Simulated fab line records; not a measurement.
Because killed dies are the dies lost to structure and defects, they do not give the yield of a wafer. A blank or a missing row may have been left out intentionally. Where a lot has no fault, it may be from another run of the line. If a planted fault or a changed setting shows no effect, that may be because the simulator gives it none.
Which tool did it? | flow ritCmos | 14 lots, 42 wafers sampled, at 2 steps of a route of 202

## WHAT THE GAUGES READ, wafer by wafer
The record lacks any reading of a measuring or inspecting step that a usual standard deviation could be used to judge.

## EACH LOT AND THE TOOL THAT RAN IT (in order: tool; ch and the chambers of the sampled wafers; start)
lot  | RIT_M1_STRIP_14                    | RIT_M1_PROBE_99
L945 | plasmaAsher-04 ch 0,1, day 3 20:16 | prober-02, day 3 22:10
L947 | plasmaAsher-03 ch 0,1, day 4 00:16 | prober-01, day 4 02:14
L946 | plasmaAsher-03 ch 0,1, day 4 01:58 | prober-02, day 4 03:53
L948 | plasmaAsher-03 ch 0,1, day 4 06:56 | prober-01, day 4 08:51
L949 | plasmaAsher-03 ch 0,1, day 4 11:29 | prober-02, day 4 13:28
L950 | plasmaAsher-03 ch 0,1, day 4 16:50 | prober-01, day 4 18:48
L951 | plasmaAsher-02 ch 0,1, day 4 18:58 | prober-02, day 4 20:52
L953 | plasmaAsher-03 ch 0,1, day 5 05:40 | prober-02, day 5 07:35
L956 | plasmaAsher-02 ch 0,1, day 5 19:34 | prober-01, day 5 21:29
L957 | plasmaAsher-02 ch 0, day 6 00:41   | prober-02, day 6 02:39
L965 | plasmaAsher-03 ch 0,1, day 7 15:13 | prober-02, day 7 17:17
L966 | plasmaAsher-03 ch 0,1, day 7 21:28 | prober-01, day 7 23:25
L967 | plasmaAsher-04 ch 0,1, day 8 02:44 | prober-02, day 8 04:38
L968 | plasmaAsher-04 ch 0,1, day 8 07:44 | prober-01, day 8 09:40
- RIT_M1_STRIP_14: strips in O2, time 180 s.
- RIT_M1_PROBE_99

## WHAT THE TOOLS THEMSELVES READ (means of the sampled wafers that have a number; where no wafer has one, the mark that the record gives instead)
RIT_M1_STRIP_14.
lot  | tool           | drypumpMotorCurrentA (A) | runLengthS (s)
L945 | plasmaAsher-04 | 5.5                      | 207.8
L947 | plasmaAsher-03 | 6.2                      | 208.6
L946 | plasmaAsher-03 | 6.4                      | 209.0
L948 | plasmaAsher-03 | 6.4                      | 209.1
L949 | plasmaAsher-03 | 6.2                      | 209.2
L950 | plasmaAsher-03 | 6.2                      | 208.8
L951 | plasmaAsher-02 | 5.5                      | 208.1
L953 | plasmaAsher-03 | 6.4                      | 209.0
L956 | plasmaAsher-02 | 5.5                      | 208.1
L957 | plasmaAsher-02 | 5.6                      | 208.4
L965 | plasmaAsher-03 | 6.4                      | 219.0
L966 | plasmaAsher-03 | 6.2                      | 218.9
L967 | plasmaAsher-04 | 5.5                      | 207.8
L968 | plasmaAsher-04 | 5.4                      | 207.8

RIT_M1_PROBE_99.
lot  | tool      | defectLimitedYield (%) | killedAtContacts | killedAtFrontEnd | killedDies | killedOnRim | killedOpen | killedShort | sort_bin_3_pad_short (%) | sort_bin_5_function (%) | sort_bin_6_memory (%) | sortNPass | sortYieldPct (%)
L945 | prober-02 | 96.6                   | 0.0              | 9                | 9          | 3           | 4.7        | 4.3         | 0.3                      | 1.4                     | 1.8                   | 255       | 96.6
L947 | prober-01 | 98.6                   | 0.0              | 4                | 4          | 1           | 2.3        | 1.3         | 0.1                      | 1.0                     | 0.3                   | 260       | 98.6
L946 | prober-02 | 96.3                   | 0.0              | 10               | 10         | 4           | 5.7        | 4.0         | 0.0                      | 1.9                     | 1.8                   | 254       | 96.3
L948 | prober-01 | 96.6                   | 0.0              | 9                | 9          | 2           | 5.7        | 3.3         | 0.3                      | 2.2                     | 1.0                   | 255       | 96.6
L949 | prober-02 | 98.8                   | 0.0              | 3                | 3          | 0           | 2.7        | 0.7         | 0.1                      | 0.8                     | 0.4                   | 261       | 98.8
L950 | prober-01 | 97.6                   | 0.0              | 6                | 6          | 1           | 3.7        | 2.7         | 0.1                      | 1.4                     | 0.9                   | 258       | 97.6
L951 | prober-02 | 97.5                   | 0.0              | 7                | 7          | 2           | 4.3        | 2.3         | 0.0                      | 1.5                     | 1.0                   | 257       | 97.5
L953 | prober-02 | 98.1                   | 0.0              | 5                | 5          | 2           | 2.7        | 2.3         | 0.0                      | 0.9                     | 1.0                   | 259       | 98.1
L956 | prober-01 | 97.7                   | 0.0              | 6                | 6          | 1           | 3.3        | 2.7         | 0.1                      | 0.9                     | 1.3                   | 258       | 97.7
L957 | prober-02 | 98.1                   | 0.0              | 5                | 5          | 2           | 2.3        | 2.7         | 0.0                      | 1.4                     | 0.5                   | 259       | 98.1
L965 | prober-02 | 97.7                   | 0.3              | 6                | 6          | 2           | 2.7        | 3.3         | 0.0                      | 1.0                     | 1.3                   | 258       | 97.7
L966 | prober-01 | 97.1                   | 0.0              | 8                | 8          | 2           | 5.3        | 2.3         | 0.1                      | 2.3                     | 0.5                   | 256       | 97.1
L967 | prober-02 | 98.4                   | 0.0              | 4                | 4          | 1           | 2.3        | 2.0         | 0.1                      | 0.9                     | 0.6                   | 260       | 98.4
L968 | prober-01 | 97.9                   | 0.0              | 6                | 6          | 1           | 3.3        | 2.3         | 0.0                      | 1.1                     | 1.0                   | 258       | 97.9

## THE ANSWER, worked out from the rows above alone
Rule: the lots themselves supply what counts as usual. Put in order of their means at a reading, lots are off if they are a third of the lots or fewer, leave a main group of 4 or more, and stand apart from it by a gap of 3 or more times the standard deviation of the main group's means; of several such gaps the widest counts. The tables above print the reading to a certain number of digits; a main group whose means all agree to those digits is not used. A lot without any number at a reading at which 4 lots or more have one is off too. Any other lot the step has rows for is counted as sound. The gauges are gone through in route order, then the tools' own readings, and for those a lot's mean is taken as printed above. The first step at which some lot is off is used, and at that step the reading that is off furthest; a lot without a number counts as furthest.
Off: L965, L966 (RIT_M1_STRIP_14, runLengthS). Main group: mean 208.5 s, sd 0.52.
A tool fits if, at that step or a process step before it, it ran every lot that is off, and no sound lot after the first of them. One fits: RIT_M1_STRIP_14 on plasmaAsher-03. Its last sound lot is L953 (day 5 05:40), its first lot that is off L965 (day 7 15:13): a fault that began between those two fits.
The tool's own readings at RIT_M1_STRIP_14 bear it out: on the lots that are off they differ by more than 5 times the standard deviation of the sound lots' means. runLengthS reads 218.9 s there against 208.5 s on the sound lots.

## WHAT THE SIMULATOR PUT IN
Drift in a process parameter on plasmaAsher-03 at RIT_M1_STRIP_14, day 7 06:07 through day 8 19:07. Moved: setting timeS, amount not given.
Struck lots among those shown: L965, L966. The same result came from the rule above.
